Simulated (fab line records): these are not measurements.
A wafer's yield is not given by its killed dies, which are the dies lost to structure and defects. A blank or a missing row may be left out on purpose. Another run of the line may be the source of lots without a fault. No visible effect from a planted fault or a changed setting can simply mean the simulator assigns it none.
Split-lot trial + flow rit_cmos + 23 wafers read across 5 lots, on a route 202 steps long

== THE SPLIT ITSELF ==
At RIT_NSD_IMPLANT_08, the setting dose_cm2 was moved away from the recipe's 1e+15 on 10 of the 23 wafers read, by -4.6% to +6.7%. For the rest of the wafers, this setting stayed at what the recipe calls for.

== FROM THE SPLIT TO THE READING: what the file shows between them, 5 steps ==
- RIT_PSD_IMPLANT_08 (also split here: energy_kev)
- RIT_PSD_STRIP_09: strips in O2, time 180 s
- RIT_SDANNEAL_CLEAN_02: cleans in SC2, time 600 s
- RIT_SDANNEAL_RTA_03: time 5 s
- RIT_SDANNEAL_RS_MEAS_04: measures by four-point-probe

== THE READING ==
At RIT_SDANNEAL_RS_MEAS_05, a four-point-probe measurement gives NSD_RS in ohm/sq. A value of 84.66 ohm/sq with a standard deviation of 0.28 ohm/sq is what fault-free wafers of this fab line usually give.

| wafer  | tool, chamber at the split | dose_cm2 as run | against the recipe | NSD_RS, ohm/sq | against lot-mates on the recipe |
|--------|----------------------------|-----------------|--------------------|----------------|---------------------------------|
| L075.1 | implanter-02, 0            | 1.032e+15       | +3.2%              | 82.29          | -2.20                           |
| L075.2 | implanter-02, 0            | 1.032e+15       | +3.2%              | 82.37          | -2.12                           |
| L075.4 | implanter-02, 0            | 1e+15           | recipe             | 84.53          | -                               |
| L075.5 | implanter-02, 0            | 1e+15           | recipe             | 84.41          | -                               |
| L075.6 | implanter-02, 0            | 1e+15           | recipe             | 84.54          | -                               |
| L076.1 | implanter-03, 0            | 9.544e+14       | -4.6%              | 87.86          | +3.38                           |
| L076.2 | implanter-03, 0            | 1e+15           | recipe             | 84.55          | -                               |
| L076.3 | implanter-03, 0            | 9.544e+14       | -4.6%              | 87.55          | +3.07                           |
| L076.4 | implanter-03, 0            | 1e+15           | recipe             | 84.37          | -                               |
| L076.6 | implanter-03, 0            | 1e+15           | recipe             | 84.51          | -                               |
| L078.1 | implanter-02, 0            | 1.067e+15       | +6.7%              | 80.73          | -4.24                           |
| L078.2 | implanter-02, 0            | 1.067e+15       | +6.7%              | 80.66          | -4.31                           |
| L078.3 | implanter-02, 0            | 1e+15           | recipe             | 84.97          | -                               |
| L078.4 | implanter-02, 0            | 1e+15           | recipe             | 84.98          | -                               |
| L078.5 | implanter-02, 0            | 1.067e+15       | +6.7%              | 80.62          | -4.35                           |
| L081.1 | implanter-02, 0            | 9.651e+14       | -3.5%              | 87.51          | +2.70                           |
| L081.2 | implanter-02, 0            | 1e+15           | recipe             | 84.76          | -                               |
| L081.3 | implanter-02, 0            | 1e+15           | recipe             | 84.86          | -                               |
| L081.4 | implanter-02, 0            | 9.651e+14       | -3.5%              | 87.45          | +2.64                           |
| L081.5 | implanter-02, 0            | 9.651e+14       | -3.5%              | 87.69          | +2.88                           |
| L085.1 | implanter-03, 0            | 1e+15           | recipe             | 84.86          | -                               |
| L085.4 | implanter-03, 0            | 1e+15           | recipe             | 85.01          | -                               |
| L085.6 | implanter-03, 0            | 1e+15           | recipe             | 84.73          | -                               |

FIT RESULTS
A straight line over all 23 wafers: NSD_RS changes by -0.661 ohm/sq for each +1% of dose_cm2; r = -0.99; the points scatter about the line by 0.31 ohm/sq.
The same after taking each lot's own level away (the mean of its wafers on the recipe; 23 wafers): -0.682 ohm/sq for each +1%; r = -1.00; scatter 0.17 ohm/sq.
The reading moves by 4.6 ohm/sq for the largest change in dose_cm2, on that fit.
From 84.477 to 84.975 ohm/sq: that is the span of the lots' own levels, equal to 1.8 times the standard deviation above.
The two slopes agree, so the slope changes little with the lot-to-lot level.
Check: with one of the wafers moved furthest among these (+6.7%) left out of the fit, the line predicts -4.54 ohm/sq for it against its lot-mates. It came out at -4.24 ohm/sq against them.

== THESE WAFERS: OTHER SPLITS ==
These wafers also went through other splits before the reading. Each is held against what the fit with the lots' levels taken away leaves over:
| other split on the same wafers     | wafers away from the commonest value | r with NSD_RS (lot level and that fit taken away) |
|------------------------------------|--------------------------------------|---------------------------------------------------|
| RIT_GATE_DEVELOP_15 develop_time_s | 7                                    | +0.14                                             |
| RIT_GATE_ETCH_19 time_s            | 11                                   | +0.34                                             |
| RIT_REOX_OXIDATION_03 temp_c       | 18                                   | +0.31                                             |
| RIT_NLDD_IMPLANT_08 energy_kev     | 6                                    | +0.12                                             |
| RIT_PLDD_SOFTBAKE_02 temp_c        | 11                                   | -0.13                                             |
| RIT_SPACER_CLEAN_00 time_s         | 15                                   | +0.32                                             |
| RIT_NSD_COAT_01 spin_rpm           | 6                                    | -0.32                                             |
| RIT_PSD_IMPLANT_08 energy_kev      | 8                                    | +0.23                                             |

== THE FILE'S OWN FIT ==
NSD_RS changes by -0.681 ohm/sq for each +1% of dose_cm2, r = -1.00.
